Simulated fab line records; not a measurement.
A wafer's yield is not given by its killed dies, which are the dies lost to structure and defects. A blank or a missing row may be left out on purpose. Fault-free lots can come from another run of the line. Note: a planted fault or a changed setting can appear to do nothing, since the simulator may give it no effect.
Which tool did it? ; flow berkeleyCmos170 ; Sampling: 14 lots, 42 wafers, 3 of 331 route steps

WHAT EACH GAUGE READ, for each wafer
UCB170_PLDD_CD_MEAS_06: target cd 1200 nm.
lot;measured;on;cdNm (nm)
L742;day 6 10:08;cdSem-01;1199.9 1199.1 1200.2
L743;day 7 00:10;cdSem-01;1199.8 1200.0 1199.2
L744;day 7 14:02;cdSem-01;1201.4 1202.4 1204.1
L748;day 7 23:37;cdSem-01;1204.2 1203.5 1204.4
L747;day 7 23:49;cdSem-02;1200.7 1200.0 1199.8
L749;day 8 06:52;cdSem-01;1201.2 1202.4 1202.3
L754;day 9 06:55;cdSem-02;1198.9 1198.4 1199.9
L755;day 9 07:49;cdSem-02;1197.8 1199.3 1198.8
L757;day 10 00:38;cdSem-01;1200.7 1201.0 1201.4
L759;day 9 23:47;cdSem-02;1200.3 1198.7 1198.4
L760;day 9 23:40;cdSem-02;1201.4 1200.5 1201.6
L761;day 10 00:14;cdSem-01;1200.1 1199.7 1200.8
L762;day 10 20:08;cdSem-02;1197.7 1197.1 1197.1
L763;day 10 20:23;cdSem-02;1202.4 1200.1 1200.9

UCB170_NSD_CD_MEAS_06: target cd 1200 nm.
lot;measured;on;cdNm (nm)
L742;day 6 21:50;cdSem-01;1201.6 1202.2 1202.8
L743;day 7 09:55;cdSem-02;1202.3 1200.6 1200.9
L744;day 7 23:20;cdSem-01;1200.7 1201.2 1199.7
L748;day 8 09:14;cdSem-01;1199.0 1199.4 1199.1
L747;day 8 09:07;cdSem-02;1201.0 1202.9 1201.0
L749;day 8 16:40;cdSem-02;1200.0 1198.9 1198.7
L754;day 9 20:39;cdSem-01;1200.6 1200.1 1200.0
L755;day 9 20:56;cdSem-02;1201.8 1201.9 1201.8
L757;day 10 13:47;cdSem-02;1199.4 1199.8 1199.9
L759;day 10 10:59;cdSem-02;1202.5 1200.1 1200.9
L760;day 10 10:46;cdSem-02;1199.0 1200.5 1199.1
L761;day 10 13:40;cdSem-01;1198.6 1199.8 1199.3
L762;day 11 08:19;cdSem-01;1200.4 1200.8 1198.8
L763;day 11 10:19;cdSem-02;1201.6 1201.5 1201.2

WHICH TOOL RAN EACH LOT (tool, then ch and the chambers of the sampled wafers, then the start)
lot;UCB170_ZERO_STRIP_07
L742;plasmaAsher-01 ch 0,1, day 1 22:01
L743;plasmaAsher-01 ch 0,1, day 2 03:55
L744;plasmaAsher-04 ch 0,1, day 2 13:38
L748;plasmaAsher-01 ch 0,1, day 3 05:28
L747;plasmaAsher-03 ch 0,1, day 3 05:44
L749;plasmaAsher-01 ch 0,1, day 3 12:47
L754;plasmaAsher-04 ch 0,1, day 4 15:50
L755;plasmaAsher-03 ch 0,1, day 4 20:17
L757;plasmaAsher-04 ch 0,1, day 5 04:41
L759;plasmaAsher-03 ch 0,1, day 5 15:59
L760;plasmaAsher-03 ch 1, day 5 20:06
L761;plasmaAsher-03 ch 0,1, day 6 01:10
L762;plasmaAsher-03 ch 0,1, day 6 09:33
L763;plasmaAsher-04 ch 0,1, day 6 09:34
- UCB170_ZERO_STRIP_07: strips in O2.

WHAT THE TOOLS THEMSELVES READ (means of the sampled wafers that have a number; where no wafer has one, the mark that the record gives instead)
UCB170_ZERO_STRIP_07.
lot;tool;drypumpMotorCurrentA (A);o2FlowSccm (sccm);oesProductAu (a.u.);stripTimeToEndpointS (s)
L742;plasmaAsher-01;5.2;400.4;0.731;21.38
L743;plasmaAsher-01;5.4;400.1;0.727;21.55
L744;plasmaAsher-04;5.8;400.0;0.730;21.50
L748;plasmaAsher-01;5.2;346.2;0.718;22.00
L747;plasmaAsher-03;6.1;399.1;0.725;21.49
L749;plasmaAsher-01;5.5;373.6;0.720;21.74
L754;plasmaAsher-04;5.9;399.4;0.725;21.50
L755;plasmaAsher-03;6.3;400.4;0.727;21.46
L757;plasmaAsher-04;5.9;401.0;0.727;21.49
L759;plasmaAsher-03;6.3;399.8;0.726;21.48
L760;plasmaAsher-03;6.4;401.4;0.725;21.47
L761;plasmaAsher-03;6.3;399.5;0.726;21.41
L762;plasmaAsher-03;6.3;401.5;0.729;21.45
L763;plasmaAsher-04;5.8;400.5;0.725;21.49

THE ANSWER, worked out from the rows above alone
Rule: usual is defined by the lots themselves. Put in order of their means at a reading, lots are off if they are a third of the lots or fewer, leave a main group of 4 or more, and stand apart from it by a gap of 3 or more times the standard deviation of the main group's means; of several such gaps the widest counts. A main group whose means are all the same, to the digits that the tables above print for the reading, isn't used. Also off: a lot with no number at a reading for which 4 or more lots have one. All remaining lots with rows at the step are treated as sound. The gauges are gone through in route order, then the tools' own readings, and for those a lot's mean is taken as printed above. The first step at which some lot is off is used, and at that step the reading that is off furthest; a lot without a number counts as furthest.
Off: L748, L749, at UCB170_ZERO_STRIP_07 (o2FlowSccm). The main group: mean 400.3 sccm, standard deviation 0.73.
If a tool, at that step or one of the process steps before it, ran each lot that is off and ran no sound lot following the first of them, it fits. One candidate fits, namely plasmaAsher-01 at UCB170_ZERO_STRIP_07. Its last sound lot is L743 (day 2 03:55), its first lot that is off L748 (day 3 05:28): a fault that began between those two fits.
The tool's own readings at UCB170_ZERO_STRIP_07 bear it out: on the lots that are off they differ by more than 5 times the standard deviation of the sound lots' means. o2FlowSccm reads 359.9 sccm there against 400.3 sccm on the sound lots; stripTimeToEndpointS reads 21.87 s there against 21.47 s on the sound lots.

WHAT WAS PUT IN BY THE SIMULATOR
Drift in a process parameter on plasmaAsher-01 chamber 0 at UCB170_ZERO_STRIP_07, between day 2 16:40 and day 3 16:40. A move of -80 in setting o2FlowSccm, from 400. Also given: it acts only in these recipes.
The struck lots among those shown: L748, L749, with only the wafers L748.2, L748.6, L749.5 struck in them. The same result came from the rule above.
